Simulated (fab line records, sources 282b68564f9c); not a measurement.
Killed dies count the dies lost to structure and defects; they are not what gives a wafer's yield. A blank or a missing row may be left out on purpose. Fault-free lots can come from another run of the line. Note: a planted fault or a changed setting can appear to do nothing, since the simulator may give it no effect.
Split-lot trial || flow rit cmos || route with 202 steps; 5 lots, 27 wafers read

ON THE SPLIT
At RIT_CONTACT_DEVELOP_07 (develop time 120 s), the setting develop time s was moved away from the recipe's 120 s on 9 of the 27 wafers read, by +17.7% to +52.2%. This setting was run at the recipe's value on the other wafers.

FROM THE SPLIT TO THE READING: what the file shows between them, 4 steps
- RIT_CONTACT_CD_MEAS_08: target cd 1000 nm
- RIT_CONTACT_HARDBAKE_10: time 60 s
- RIT_CONTACT_ETCH_11: etches SiO2 in CHF3/CF4/Ar, stops on TiSi2, target depth 480 nm, time 320 s
- RIT_CONTACT_STRIP_12: strips in O2, time 180 s

THE READING
cd nm, in nm, at RIT_CONTACT_CD_MEAS_90 (target cd 1000 nm). Fault-free wafers of this fab line usually give 999.6 nm, standard deviation 2.4 nm.

{"wafer": "L077.1", "tool, chamber at the split": "litho track-01, 0", "develop time s as run, s": 120, "against the recipe": "recipe", "cd nm, nm": 999.7, "against lot-mates on the recipe": "-"}
{"wafer": "L077.4", "tool, chamber at the split": "litho track-01, 0", "develop time s as run, s": 120, "against the recipe": "recipe", "cd nm, nm": 999.9, "against lot-mates on the recipe": "-"}
{"wafer": "L077.5", "tool, chamber at the split": "litho track-01, 0", "develop time s as run, s": 120, "against the recipe": "recipe", "cd nm, nm": 1000.3, "against lot-mates on the recipe": "-"}
{"wafer": "L078.1", "tool, chamber at the split": "litho track-02, 0", "develop time s as run, s": 120, "against the recipe": "recipe", "cd nm, nm": 1000.0, "against lot-mates on the recipe": "-"}
{"wafer": "L078.2", "tool, chamber at the split": "litho track-02, 0", "develop time s as run, s": 154.1, "against the recipe": "+28.4%", "cd nm, nm": 1016.7, "against lot-mates on the recipe": "+16.1"}
{"wafer": "L078.3", "tool, chamber at the split": "litho track-02, 0", "develop time s as run, s": 120, "against the recipe": "recipe", "cd nm, nm": 1000.3, "against lot-mates on the recipe": "-"}
{"wafer": "L078.4", "tool, chamber at the split": "litho track-02, 0", "develop time s as run, s": 120, "against the recipe": "recipe", "cd nm, nm": 1001.5, "against lot-mates on the recipe": "-"}
{"wafer": "L078.5", "tool, chamber at the split": "litho track-02, 0", "develop time s as run, s": 154.1, "against the recipe": "+28.4%", "cd nm, nm": 1018.6, "against lot-mates on the recipe": "+18.0"}
{"wafer": "L078.6", "tool, chamber at the split": "litho track-02, 0", "develop time s as run, s": 154.1, "against the recipe": "+28.4%", "cd nm, nm": 1019.4, "against lot-mates on the recipe": "+18.8"}
{"wafer": "L081.1", "tool, chamber at the split": "litho track-03, 0", "develop time s as run, s": 120, "against the recipe": "recipe", "cd nm, nm": 1002.8, "against lot-mates on the recipe": "-"}
{"wafer": "L081.2", "tool, chamber at the split": "litho track-03, 0", "develop time s as run, s": 120, "against the recipe": "recipe", "cd nm, nm": 1002.0, "against lot-mates on the recipe": "-"}
{"wafer": "L081.3", "tool, chamber at the split": "litho track-03, 0", "develop time s as run, s": 120, "against the recipe": "recipe", "cd nm, nm": 999.7, "against lot-mates on the recipe": "-"}
{"wafer": "L081.4", "tool, chamber at the split": "litho track-03, 0", "develop time s as run, s": 120, "against the recipe": "recipe", "cd nm, nm": 998.6, "against lot-mates on the recipe": "-"}
{"wafer": "L081.5", "tool, chamber at the split": "litho track-03, 0", "develop time s as run, s": 120, "against the recipe": "recipe", "cd nm, nm": 1001.9, "against lot-mates on the recipe": "-"}
{"wafer": "L081.6", "tool, chamber at the split": "litho track-03, 0", "develop time s as run, s": 120, "against the recipe": "recipe", "cd nm, nm": 1001.4, "against lot-mates on the recipe": "-"}
{"wafer": "L084.1", "tool, chamber at the split": "litho track-03, 0", "develop time s as run, s": 182.6, "against the recipe": "+52.2%", "cd nm, nm": 1035.7, "against lot-mates on the recipe": "+33.4"}
{"wafer": "L084.2", "tool, chamber at the split": "litho track-03, 0", "develop time s as run, s": 120, "against the recipe": "recipe", "cd nm, nm": 1001.8, "against lot-mates on the recipe": "-"}
{"wafer": "L084.3", "tool, chamber at the split": "litho track-03, 0", "develop time s as run, s": 120, "against the recipe": "recipe", "cd nm, nm": 1001.3, "against lot-mates on the recipe": "-"}
{"wafer": "L084.4", "tool, chamber at the split": "litho track-03, 0", "develop time s as run, s": 182.6, "against the recipe": "+52.2%", "cd nm, nm": 1034.8, "against lot-mates on the recipe": "+32.5"}
{"wafer": "L084.5", "tool, chamber at the split": "litho track-03, 0", "develop time s as run, s": 182.6, "against the recipe": "+52.2%", "cd nm, nm": 1034.6, "against lot-mates on the recipe": "+32.3"}
{"wafer": "L084.6", "tool, chamber at the split": "litho track-03, 0", "develop time s as run, s": 120, "against the recipe": "recipe", "cd nm, nm": 1003.8, "against lot-mates on the recipe": "-"}
{"wafer": "L083.1", "tool, chamber at the split": "litho track-01, 0", "develop time s as run, s": 120, "against the recipe": "recipe", "cd nm, nm": 1000.6, "against lot-mates on the recipe": "-"}
{"wafer": "L083.2", "tool, chamber at the split": "litho track-01, 0", "develop time s as run, s": 120, "against the recipe": "recipe", "cd nm, nm": 997.6, "against lot-mates on the recipe": "-"}
{"wafer": "L083.3", "tool, chamber at the split": "litho track-01, 0", "develop time s as run, s": 141.2, "against the recipe": "+17.7%", "cd nm, nm": 1012.0, "against lot-mates on the recipe": "+12.5"}
{"wafer": "L083.4", "tool, chamber at the split": "litho track-01, 0", "develop time s as run, s": 141.2, "against the recipe": "+17.7%", "cd nm, nm": 1010.7, "against lot-mates on the recipe": "+11.2"}
{"wafer": "L083.5", "tool, chamber at the split": "litho track-01, 0", "develop time s as run, s": 141.2, "against the recipe": "+17.7%", "cd nm, nm": 1010.9, "against lot-mates on the recipe": "+11.4"}
{"wafer": "L083.6", "tool, chamber at the split": "litho track-01, 0", "develop time s as run, s": 120, "against the recipe": "recipe", "cd nm, nm": 1000.2, "against lot-mates on the recipe": "-"}

FIT RESULTS
A straight line over all 27 wafers: cd nm changes by +0.647 nm for each +1% of develop time s; r = +0.99; the points scatter about the line by 1.4 nm.
The same after taking each lot's own level away (the mean of its wafers on the recipe; 27 wafers): +0.628 nm for each +1%; r = +1.00; scatter 1.1 nm.
According to that fit, moving develop time s by its largest amount changes the reading by 33 nm.
From 999.47 to 1002.30 nm: that is the span of the lots' own levels, equal to 1.2 times the standard deviation above.
The two slopes are in agreement: the lot-to-lot level therefore moves the slope only a little.
Check: with one of the wafers moved furthest among these (+52.2%) left out of the fit, the line predicts +32.6 nm for it against its lot-mates. Against them it came out at +33.4 nm.

FURTHER SPLITS ON THESE WAFERS
Note: prior to the reading, these wafers also went through further splits. Each is held against what the fit with the lots' levels taken away leaves over:
{"other split on the same wafers": "RIT_SPACER_ETCHBACK_05 target depth a", "wafers away from the commonest value": 9, "r with cd nm (lot level and that fit taken away)": "+0.10"}
{"other split on the same wafers": "RIT_SDANNEAL_RTA_03 time s", "wafers away from the commonest value": 12, "r with cd nm (lot level and that fit taken away)": "+0.07"}

THE WHOLE CHAIN: every reading that the file lists as answering this split, in the file's order
{"step": "RIT_CONTACT_CD_MEAS_08", "what it does": "target cd 1000 nm", "reading": "cd nm", "change (the file's fit)": "+0.631 nm for each +1% of the setting", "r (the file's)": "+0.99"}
{"step": "RIT_CONTACT_ETCH_11", "what it does": "etches SiO2 in CHF3/CF4/Ar, stops on TiSi2, target depth 480 nm, time 320 s", "reading": "CONTACT.cd nm (the simulator's own value, which no gauge read)", "change (the file's fit)": "+0.63 nm for each +1% of the setting", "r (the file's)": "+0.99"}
{"step": "RIT_CONTACT_CD_MEAS_90", "what it does": "target cd 1000 nm", "reading": "cd nm", "change (the file's fit)": "+0.629 nm for each +1% of the setting", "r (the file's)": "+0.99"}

FILE'S OWN FIT
cd nm changes by +0.629 nm for each +1% of develop time s, r = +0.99.
